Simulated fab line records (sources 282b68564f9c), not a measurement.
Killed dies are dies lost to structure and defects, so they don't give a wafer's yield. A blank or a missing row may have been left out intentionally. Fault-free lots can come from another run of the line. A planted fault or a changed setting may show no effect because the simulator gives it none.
Split-lot experiment    flow ritCmos    on a route of 202 steps: 5 lots, 27 wafers read

== ABOUT THE SPLIT ==
At RIT_GATE_ETCH_19 (etches poly-Si in SF6/CHF3/O2, stops on SiO2, time 165 s, target depth 312.5 nm), the setting targetDepthA was moved away from the recipe's 3125 angstrom on 9 of the 27 wafers read, by -56.8% to -15.5%. This setting was run at the recipe's value on the other wafers.

The reading comes from the split's own step.

== THE READING ==
oesProductAu, in a.u., at RIT_GATE_ETCH_19 (etches poly-Si in SF6/CHF3/O2, stops on SiO2, time 165 s, target depth 312.5 nm). Typical for fault-free wafers on this fab line: 0.848 a.u., with standard deviation 0.01 a.u.

wafer   tool, chamber at the split  targetDepthA as run, angstrom  against the recipe  oesProductAu, a.u.  against lot-mates on the recipe
L075.2  rieSi-01, 3                 3125                           recipe              0.860               -
L075.3  rieSi-01, 0                 3125                           recipe              0.847               -
L075.4  rieSi-01, 2                 3125                           recipe              0.857               -
L077.1  rieSi-01, 0                 3125                           recipe              0.856               -
L077.2  rieSi-01, 2                 3125                           recipe              0.852               -
L077.3  rieSi-01, 3                 3125                           recipe              0.846               -
L077.4  rieSi-01, 1                 3125                           recipe              0.849               -
L077.5  rieSi-01, 2                 3125                           recipe              0.853               -
L077.6  rieSi-01, 3                 3125                           recipe              0.855               -
L080.1  rieSi-02, 0                 2642                           -15.5%              0.935               +0.096
L080.2  rieSi-02, 3                 3125                           recipe              0.853               -
L080.3  rieSi-02, 1                 3125                           recipe              0.826               -
L080.4  rieSi-02, 2                 2642                           -15.5%              0.938               +0.099
L080.5  rieSi-02, 1                 3125                           recipe              0.837               -
L080.6  rieSi-02, 2                 2642                           -15.5%              0.942               +0.103
L081.1  rieSi-01, 1                 1349                           -56.8%              1.025               +0.170
L081.2  rieSi-01, 3                 1349                           -56.8%              0.982               +0.127
L081.3  rieSi-01, 0                 3125                           recipe              0.852               -
L081.4  rieSi-01, 3                 3125                           recipe              0.850               -
L081.5  rieSi-01, 0                 1349                           -56.8%              1.034               +0.179
L081.6  rieSi-01, 1                 3125                           recipe              0.862               -
L082.1  rieSi-02, 0                 3125                           recipe              0.842               -
L082.2  rieSi-02, 1                 1853                           -40.7%              0.996               +0.151
L082.3  rieSi-02, 2                 3125                           recipe              0.845               -
L082.4  rieSi-02, 3                 3125                           recipe              0.847               -
L082.5  rieSi-02, 1                 1853                           -40.7%              0.992               +0.147
L082.6  rieSi-02, 2                 1853                           -40.7%              0.960               +0.115

THE FIT
A straight line over all 27 wafers: oesProductAu changes by -0.00304 a.u. for each +1% of targetDepthA; r = -0.96; the points scatter about the line by 0.019 a.u.
The same after taking each lot's own level away (the mean of its wafers on the recipe; 27 wafers): -0.00303 a.u. for each +1%; r = -0.95; scatter 0.021 a.u.
According to that fit, moving targetDepthA by its largest amount changes the reading by 0.17 a.u.
The span of the lots' own levels, 0.8387 to 0.8547 a.u., comes to 1.6 times the standard deviation stated above.
Hence the lot-to-lot level has little effect on the slope; both slopes agree.
Check: with one of the wafers moved furthest among these (-56.8%) left out of the fit, the line predicts +0.18 a.u. for it against its lot-mates. Against them it came out at +0.17 a.u.
Tool readings at the split's step, against how far the setting was moved: oesProductAu r = -0.96.

== THESE WAFERS: OTHER SPLITS ==
These wafers also went through other splits before the reading. Each is held against what the fit with the lots' levels taken away leaves over:
other split on the same wafers   wafers away from the commonest value  r with oesProductAu (lot level and that fit taken away)
RIT_ACTIVE_OXIDATION_01 oxTimeS  18                                    -0.48

== THE WHOLE CHAIN: every reading that the file lists as answering this split, in the file's order ==
step              what it does                                                                     reading                                                                         change (the file's fit)                    r (the file's)
RIT_GATE_ETCH_19  etches poly-Si in SF6/CHF3/O2, stops on SiO2, time 165 s, target depth 312.5 nm  oesProductAu                                                                    -0.00316 a.u. for each +1% of the setting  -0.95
RIT_GATE_ETCH_19  etches poly-Si in SF6/CHF3/O2, stops on SiO2, time 165 s, target depth 312.5 nm  etch.depthNm (the simulator's own value, which no gauge read)                   +1.78 nm for each +1% of the setting       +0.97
RIT_GATE_ETCH_19  etches poly-Si in SF6/CHF3/O2, stops on SiO2, time 165 s, target depth 312.5 nm  GATE.featureDepthNm (the simulator's own value, which no gauge read)            +1.78 nm for each +1% of the setting       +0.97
RIT_GATE_ETCH_19  etches poly-Si in SF6/CHF3/O2, stops on SiO2, time 165 s, target depth 312.5 nm  NOVOLAK_of_GATE_COAT_11.thkNm (the simulator's own value, which no gauge read)  -0.851 nm for each +1% of the setting      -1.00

== THE FILE'S OWN FIT ==
oesProductAu changes by -0.00316 a.u. for each +1% of targetDepthA, r = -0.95.
